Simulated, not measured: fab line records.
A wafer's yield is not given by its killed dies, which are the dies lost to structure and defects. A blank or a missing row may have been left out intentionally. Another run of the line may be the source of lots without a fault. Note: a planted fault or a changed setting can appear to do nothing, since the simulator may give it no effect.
Comparing a struck lot with a sound one ; flow berkeleyCmos170 ; 14 out of 331 route steps
Sound: wafers L578.2, L578.3, L578.6. Struck: wafers L587.2, L587.3, L587.4. The cause is named last.
Order at every step that has rows: each side's tool, ch and its chambers, its first start. Under that, the readings that differ: sound wafers ; struck wafers ; difference of the means ; sigmas: that difference in standard deviations of wafers without a fault.
alike: readings whose means differ by less than 2 such deviations, and words and numbers that are the same on both sides. not compared: withheld readings, readings that some wafer has no value for, bounds like >300 that may hide the same value, and numbers for which the record gives no deviation and whose values overlap.
Wherever a step has rows on one side only, a row that says differs or no value, or a row with sigmas, the two part there. Non-overlapping numbers with no deviation appear without sigmas and do not part them. A reading that every wafer of one side lacks parts them only if that side has two wafers or more.

UCB170_CONTACT_ETCH_18: etches PSG in CHF3/CF4/Ar, stops on TiSi2, target depth 840 nm, time 195 s.
  sound on rieDiel-02 ch 1,2; struck on rieDiel-02 ch 1,2,3
  alike: cf4FlowSccm, drypumpMotorCurrentA, mfcArSccm, oesProductAu, throttleValvePct
  not compared: rfHoursCounterH
UCB170_CONTACT_STRIP_19: strips in O2.
  sound on plasmaAsher-02 ch 1, day 8 15:35; struck on plasmaAsher-02 ch 0,1, day 10 03:28
  alike: drypumpMotorCurrentA, oesProductAu
  not compared: rfHoursCounterH
UCB170_CONTACT_CD_MEAS_90 targets a cd of 700 nm.
  sound on cdSem-02, day 8 15:42; struck on cdSem-01, day 10 03:35
  alike: cdNm
then, 1 step without rows for these wafers: UCB170_CONTACT_CLEAN_20 (cleans in SPM, time 600 s).
UCB170_M1_SPUTTER_00: material Al, target thk 600 nm, time 80 s.
  sound on pvdSputter-04, day 8 16:05; struck on pvdSputter-04, day 10 03:52
  alike: cathodeDcPowerW, throttleValvePct
UCB170_M1_RS_MEAS_01: uses a four-point probe to measure.
  sound on filmMetro-01, day 8 16:10; struck on filmMetro-02, day 10 03:56
  alike: M1_AL_RS
UCB170_M1_THK_MEAS_02: measures by xrf.
  sound on filmMetro-01, day 8 16:16; struck on filmMetro-02, day 10 04:03
  alike: M1_AL_THK
then, 5 steps without rows for these wafers: UCB170_M1_COAT_03; UCB170_M1_COAT_04 (resist thk 900 nm); UCB170_M1_SOFTBAKE_05 (time 60 s); UCB170_M1_EXPOSE_06 (exposes mask METAL1, target cd 700 nm); UCB170_M1_PEB_07.
UCB170_M1_DEVELOP_08: develop time 45 s.
  struck on lithoTrack-02, day 10 04:00; sound on lithoTrack-01 ch 0, day 8 17:00
  no value came back on the struck wafers for chillPlateTempC (C), developTimeS (s); on the sound wafers chillPlateTempC (C) reads 23.11 22.95 23.01
reading;sound;struck;difference;sigmas
model.KrF_of_M1_COAT_04.thkNm (nm);888.7 886.2 885.1;894.9 893.3 894.4;+7.5;
UCB170_M1_CD_MEAS_09 targets a cd of 700 nm.
  sound on cdSem-01, day 8 17:53; struck on cdSem-02, day 10 05:05
reading;sound;struck;difference;sigmas
cdNm (nm);700.2 700.3 699.9;- - -;no value on the struck wafers;

== WHERE THEY PART ==
Earliest at UCB170_M1_DEVELOP_08; latest, in this record, at UCB170_M1_CD_MEAS_09.

WHY: whatever the simulator had introduced
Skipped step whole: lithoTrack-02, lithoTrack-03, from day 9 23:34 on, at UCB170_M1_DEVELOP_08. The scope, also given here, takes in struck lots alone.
